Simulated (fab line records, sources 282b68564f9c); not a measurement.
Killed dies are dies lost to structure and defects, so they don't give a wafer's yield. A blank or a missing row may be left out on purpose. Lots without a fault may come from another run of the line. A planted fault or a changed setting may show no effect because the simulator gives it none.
Which tool did it? | flow rit_cmos | 7 lots, 21 wafers sampled, at 2 steps of a route of 202

WHAT THE GAUGES READ, wafer by wafer
RIT_NWELL_TW_MEAS_10.
lot  | measured    | on            | NWELL_TW
L264 | day 2 07:17 | film_metro-04 | 2157 2159 2149
L272 | day 4 01:52 | film_metro-01 | 2641 2641 2653
L275 | day 4 16:23 | film_metro-04 | 2166 2146 2163
L277 | day 5 01:32 | film_metro-04 | 2153 2151 2143
L279 | day 5 10:31 | film_metro-02 | 2139 2143 2131
L281 | day 5 22:07 | film_metro-01 | 2109 2104 2096
L284 | day 6 11:56 | film_metro-04 | 2185 2172 2181

WHICH TOOL RAN EACH LOT (tool, then ch and the chambers of the sampled wafers, then the start)
lot  | RIT_NWELL_IMPLANT_08
L264 | implanter-02 ch 0, day 2 06:58
L272 | implanter-03 ch 0, day 4 01:11
L275 | implanter-03 ch 0, day 4 16:05
L277 | implanter-04 ch 0, day 5 01:12
L279 | implanter-04 ch 0, day 5 10:12
L281 | implanter-02 ch 0, day 5 21:47
L284 | implanter-04 ch 0, day 6 11:38
- RIT_NWELL_IMPLANT_08

THE ANSWER, worked out from the rows above alone
Rule: what is usual is taken from the lots themselves. Put in order of their means at a reading, lots are off if they are a third of the lots or fewer, leave a main group of 4 or more, and stand apart from it by a gap of 3 or more times the standard deviation of the main group's means; of several such gaps the widest counts. A main group whose means are all the same, to the digits that the tables above print for the reading, isn't used. A lot without any number at a reading at which 4 lots or more have one is off too. The other lots that the step has rows for count as sound.
Off: L272, at RIT_NWELL_TW_MEAS_10 (NWELL_TW). The main group: mean 2147, standard deviation 23.
A tool fits if, at a process step before that reading, it ran every lot that is off, and no sound lot after the first of them. The gauges at RIT_NWELL_TW_MEAS_10 are tried like those tools. None of those tried fits.

WHAT THE SIMULATOR HAD PUT IN
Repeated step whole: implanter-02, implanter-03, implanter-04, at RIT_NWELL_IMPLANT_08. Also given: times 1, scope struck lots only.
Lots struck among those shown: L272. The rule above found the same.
